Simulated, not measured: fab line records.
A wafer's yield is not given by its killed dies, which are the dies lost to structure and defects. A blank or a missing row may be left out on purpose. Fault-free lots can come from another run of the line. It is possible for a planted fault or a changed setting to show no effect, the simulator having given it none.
Problem report in the 8D (eight disciplines) form, filled by code :: flow ritCmos :: the parts of the form that need people (team, actions taken, sign-off) are left out

== 1. WHAT IS WRONG ==
Wafers free of any fault read 115.80 ohm/sq (standard deviation 0.26) for PSD_RS at RIT_SDANNEAL_RS_MEAS_04, against a mean of 121.24 ohm/sq on 6 wafers of 2 lots. That puts it +21 standard deviations away from the usual mean.
The step: measures by four-point-probe.
First seen on wafer L500.3, day 5 20:28, on filmMetro-02. Wafers with a number at this step in the record: 42, from 14 lots. By rule, "out" or "out of limits" means more than 4 standard deviations away from the usual mean. All remaining wafers that have a number are taken as sound.

== 2. WHAT IT IS, AND WHAT IT ISN'T ==
question: which readings at this step
is: PSD_RS
is not: -

question: which lots
is: L500, L502
is not: L487, L488, L489, L490, L492, L493, L495, L501, L503, L505, L508, L510

question: which wafers of those lots
is: all that have a number
is not: -

question: read on which gauges
is: filmMetro-02
is not: filmMetro-03, filmMetro-04

question: when
is: from day 5 20:28
is not: up to then (21 sound wafers); but 15 sound wafers of L501, L503, L505, L508, L510 came after

== 3. THE SUSPECTS, EACH WITH WHAT RULES IT OUT ==
Counting: a tool at any process step up to the reading remains a suspect when it ran all the lots that are out and ran no sound lot after the first of those.
- the gauge at RIT_SDANNEAL_RS_MEAS_04: ruled out. All the wafers that are out were read on filmMetro-02, but those of them that RIT_SDANNEAL_RTA_03 has rows for are out there too, on other tools.
- rtpAnneal-02 at RIT_SDANNEAL_RTA_03 (time 5 s): kept. Every lot that is out went through it, starting with L500 (day 5 20:23), and after that it ran no sound lot; the last sound lot it ran before then is L492 (day 4 01:43). Its own readings are out on those wafers: wafer_temp_C_max.
After counting, what remains is rtpAnneal-02 at RIT_SDANNEAL_RTA_03.

== 4. THE CAUSE (what the simulator had put in) ==
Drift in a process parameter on rtpAnneal-02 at RIT_SDANNEAL_RTA_03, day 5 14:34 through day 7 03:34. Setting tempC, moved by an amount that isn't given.
The count eliminated every tool but this one.

== 5. SEQUENCE OF EFFECTS, ordered by route ==
Each row: a reading whose mean over the struck wafers that have a number lies more than 3 standard deviations from the usual. Only readings whose record carries a usual standard deviation are examined. hours: median over the lots of the time between each lot's start at the first step of this table that gives one and its start at this step. sigmas: the change, counted in usual standard deviations.
hours: 0
step: RIT_SDANNEAL_RTA_03
reading: wafer_temp_C_max
usual: 1053.4
on struck wafers: 1045.9
change: -7.5
sigmas: -7.5

hours: 0
step: RIT_SDANNEAL_RS_MEAS_04
reading: PSD_RS
usual: 115.80 ohm/sq
on struck wafers: 121.24
change: +5.44
sigmas: +21

hours: 0
step: RIT_SDANNEAL_RS_MEAS_06
reading: PLDD_RS
usual: 178.5 ohm/sq
on struck wafers: 183.3
change: +4.8
sigmas: +11
The process steps in it:
- RIT_SDANNEAL_RTA_03: time 5 s.

== 6. WHAT WOULD HAVE CAUGHT IT SOONER ==
The first out-of-limits reading at a measuring or inspecting step in this record came at day 5 20:28, 6 hours after the fault's start at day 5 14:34.
At RIT_SDANNEAL_RTA_03, the tool's own readings (wafer_temp_C_max) were out on each struck wafer the step has a row for, so an alarm limit on them would have fired on the first such wafer.
Lots out: 2; of these, L502 started RIT_SDANNEAL_RTA_03 on rtpAnneal-02 after day 5 20:28. Holding the tool at that time would have saved it.
